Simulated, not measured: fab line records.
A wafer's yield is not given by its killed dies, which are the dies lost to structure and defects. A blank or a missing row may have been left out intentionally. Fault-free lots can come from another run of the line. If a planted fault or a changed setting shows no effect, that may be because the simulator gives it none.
Comparing a struck lot with a sound one || flow rit-cmos || 43 steps out of a route of 202
Sound: wafers L897.2, L897.4, L897.5. Struck: wafer L909.1 (left out: L909.2, L909.5 of the same lot, which were not struck); the cause appears at the end.
For every step that has rows: the tool of each side, followed by ch and its chambers, followed by its first start. Under that, the readings that differ: sound wafers || struck wafers || difference of the means || sigmas: that difference in standard deviations of wafers without a fault.
alike: readings whose means differ by less than 2 such deviations, and words and numbers that are the same on both sides. not compared: withheld readings, readings that some wafer has no value for, bounds like >300 that may hide the same value, and numbers for which the record gives no deviation and whose values overlap.
The two part at a step that has a row with sigmas, a row that says differs or no value, or rows on one side only. Non-overlapping numbers with no deviation appear without sigmas and do not part them. Lack of a reading on every wafer of one side parts them only where that side has two or more wafers.

RIT_SDANNEAL_RTA_03: time 5 s.
  sound on rtp-anneal-02 ch 0, day 4 13:31; struck on rtp-anneal-02 ch 0, day 6 22:53
  alike: ramp-down-c-per-s, wafer_temp_C_max
RIT_SDANNEAL_RS_MEAS_04: the measuring method here is four-point-probe.
  struck on film-metro-04, day 6 22:57; sound on film-metro-01, day 4 13:35
{"reading": "PSD_RS (ohm/sq)", "sound": "116.25 116.35 116.49", "struck": 115.59, "difference": -0.77, "sigmas": -3}
RIT_SDANNEAL_RS_MEAS_05: the measuring method here is four-point-probe.
  struck on film-metro-04, day 6 23:04; sound on film-metro-01, day 4 13:43
  alike: NSD_RS
RIT_SDANNEAL_RS_MEAS_06: the measuring method here is four-point-probe.
  struck on film-metro-04, day 6 23:11; sound on film-metro-01, day 4 13:50
  alike: PLDD_RS
RIT_SDANNEAL_RS_MEAS_07: the measuring method here is four-point-probe.
  struck on film-metro-04, day 6 23:19; sound on film-metro-01, day 4 13:57
  alike: NLDD_RS
then, 1 step without rows for these wafers: RIT_SILICIDE_WET_ETCH_00 (etches SiO2 in BOE, target depth 14 nm, time 15 s).
RIT_SILICIDE_SPUTTER_01: material Ti, target thk 30 nm, time 240 s.
  struck on pvd-sputter-03, day 6 23:26; sound on pvd-sputter-04, day 4 14:04
  alike: throttle-valve-pct
RIT_SILICIDE_RS_MEAS_02: the measuring method here is four-point-probe.
  struck on film-metro-02, day 6 23:35; sound on film-metro-04, day 4 14:14
  alike: SILICIDE_TI_RS
RIT_SILICIDE_THK_MEAS_03: measures by xrf.
  struck on film-metro-02, day 6 23:43; sound on film-metro-04, day 4 14:20
  alike: SILICIDE_TI_THK
RIT_SILICIDE_RTA_04: time 10 s, ramp up 5 s, ramp down 5 s.
  sound on rtp-anneal-01 ch 0, day 4 14:24; struck on rtp-anneal-01 ch 0, day 6 23:46
  alike: wafer_temp_C_max
then, 1 step without rows for these wafers: RIT_SILICIDE_WET_ETCH_05 (etches Ti in SPM, time 120 s).
RIT_SILICIDE_RTA_06: time 10 s, ramp up 5 s, ramp down 10 s.
  sound on rtp-anneal-02 ch 0, day 4 14:31; struck on rtp-anneal-02 ch 0, day 6 23:53
  alike: wafer_temp_C_max
RIT_CONTACT_CVD_00: deposits SiO2 from TEOS, target thk 400 nm, time 61 s.
  sound on pecvd-03 ch 1,2, day 4 14:34; struck on pecvd-03 ch 2, day 6 23:57
{"reading": "model.SiO2_of_CONTACT_CVD_00.thk-nm (nm)", "sound": "398.9 400.4 404.2", "struck": 415.2, "difference": "+14.0", "sigmas": ""}
  alike: heater-power-w
RIT_CONTACT_THK_MEAS_01:
  struck on film-metro-03, day 7 00:00; sound on film-metro-01, day 4 14:38
{"reading": "CONTACT_TEOS_THK (nm)", "sound": "399 400 404", "struck": 415, "difference": "+14", "sigmas": "+3"}
then, 6 steps without rows for these wafers: RIT_CONTACT_HMDS_02 (prime time 60 s); RIT_CONTACT_COAT_03 (resist thk 1000 nm); RIT_CONTACT_SOFTBAKE_04 (time 60 s); RIT_CONTACT_EXPOSE_05 (exposes mask M11, target cd 1000 nm); RIT_CONTACT_PEB_06; RIT_CONTACT_DEVELOP_07 (develop time 120 s).
RIT_CONTACT_CD_MEAS_08: the cd target is 1000 nm.
  struck on cd-sem-01, day 7 01:01; sound on cd-sem-02, day 4 15:40
  alike: cd-nm
RIT_CONTACT_OVL_MEAS_09:
  struck on overlay-01, day 7 01:08; sound on overlay-01, day 4 15:46
  alike: CONTACT_OVL
then, 1 step without rows for these wafers: RIT_CONTACT_HARDBAKE_10 (time 60 s).
RIT_CONTACT_ETCH_11: etches SiO2 in CHF3/CF4/Ar, stops on TiSi2, target depth 480 nm, time 320 s.
  sound on rie-diel-01 ch 1,2,3, day 4 15:57; struck on rie-diel-01 ch 2, day 7 01:20
{"reading": "model.CONTACT.feature-depth-nm (nm)", "sound": "399 400.4 404.2", "struck": 415.2, "difference": "+14.0", "sigmas": ""}
{"reading": "model.etch.depth-nm (nm)", "sound": "398.9 400.4 404.2", "struck": 415.2, "difference": "+14.0", "sigmas": ""}
  alike: drypump-motor-current-A, oes-product-au, throttle-valve-pct
  not compared: rf-hours-counter-h
RIT_CONTACT_STRIP_12: strips in O2, time 180 s.
  sound on plasma-asher-02 ch 0, day 4 16:08; struck on plasma-asher-03 ch 0, day 7 01:31
  alike: drypump-motor-current-A
  not compared: rf-hours-counter-h
RIT_CONTACT_CD_MEAS_90: the cd target is 1000 nm.
  struck on cd-sem-02, day 7 01:42; sound on cd-sem-02, day 4 16:20
  alike: cd-nm
then, 3 steps without rows for these wafers: RIT_CONTACT_CLEAN_13 (cleans in SC1, time 600 s); RIT_CONTACT_CLEAN_14 (cleans in SC2, time 600 s); RIT_M1_SPUTTER_00 (material Al, target thk 400 nm, time 500 s).
RIT_M1_RS_MEAS_01: the measuring method here is four-point-probe.
  struck on film-metro-02, day 7 02:28; sound on film-metro-04, day 4 17:06
  alike: M1_AL_RS
RIT_M1_THK_MEAS_02: measures by xrf.
  struck on film-metro-02, day 7 02:35; sound on film-metro-04, day 4 17:13
  alike: M1_AL_THK
then, 6 steps without rows for these wafers: RIT_M1_HMDS_03 (prime time 60 s); RIT_M1_COAT_04 (resist thk 1300 nm); RIT_M1_SOFTBAKE_05 (time 60 s); RIT_M1_EXPOSE_06 (exposes mask M12, target cd 2600 nm); RIT_M1_PEB_07; RIT_M1_DEVELOP_08 (develop time 68 s).
RIT_M1_CD_MEAS_09: the cd target is 2600 nm.
  struck on cd-sem-01, day 7 03:31; sound on cd-sem-02, day 4 18:25
  alike: cd-nm
RIT_M1_OVL_MEAS_10:
  struck on overlay-01, day 7 03:38; sound on overlay-02, day 4 18:31
  alike: M1_OVL
then, 1 step without rows for these wafers: RIT_M1_HARDBAKE_11 (time 120 s).
RIT_M1_METAL_ETCH_12: etches Al in Cl2/BCl3, stops on SiO2, time 165 s, target depth 600 nm.
  sound on rie-metal-04 ch 0,1, day 4 18:47; struck on rie-metal-01 ch 0, day 7 03:56
{"reading": "oes-product-au (a.u.)", "sound": "0.751 0.778 0.757", "struck": 0.792, "difference": "+0.030", "sigmas": "+2"}
{"reading": "throttle-valve-pct (%)", "sound": "8.14 8.22 8.13", "struck": 8.35, "difference": "+0.19", "sigmas": "+2"}
{"reading": "model.SiO2_of_CONTACT_CVD_00.thk-nm (nm)", "sound": "363.4 364 368.5", "struck": 379, "difference": "+14", "sigmas": ""}
  alike: drypump-motor-current-A, mfc-cl2-sccm
  not compared: rf-hours-counter-h
then, 1 step without rows for these wafers: RIT_M1_STRIP_13 (strips in nmp, time 600 s).
RIT_M1_PROBE_99:
  rows exist in the record for the struck wafers here (prober-01, day 7 06:11), but not for the sound ones

== WHERE THEY PART ==
Last at RIT_M1_PROBE_99 as far as this record goes, first at RIT_SDANNEAL_RS_MEAS_04.

WHY: the cause the simulator had injected
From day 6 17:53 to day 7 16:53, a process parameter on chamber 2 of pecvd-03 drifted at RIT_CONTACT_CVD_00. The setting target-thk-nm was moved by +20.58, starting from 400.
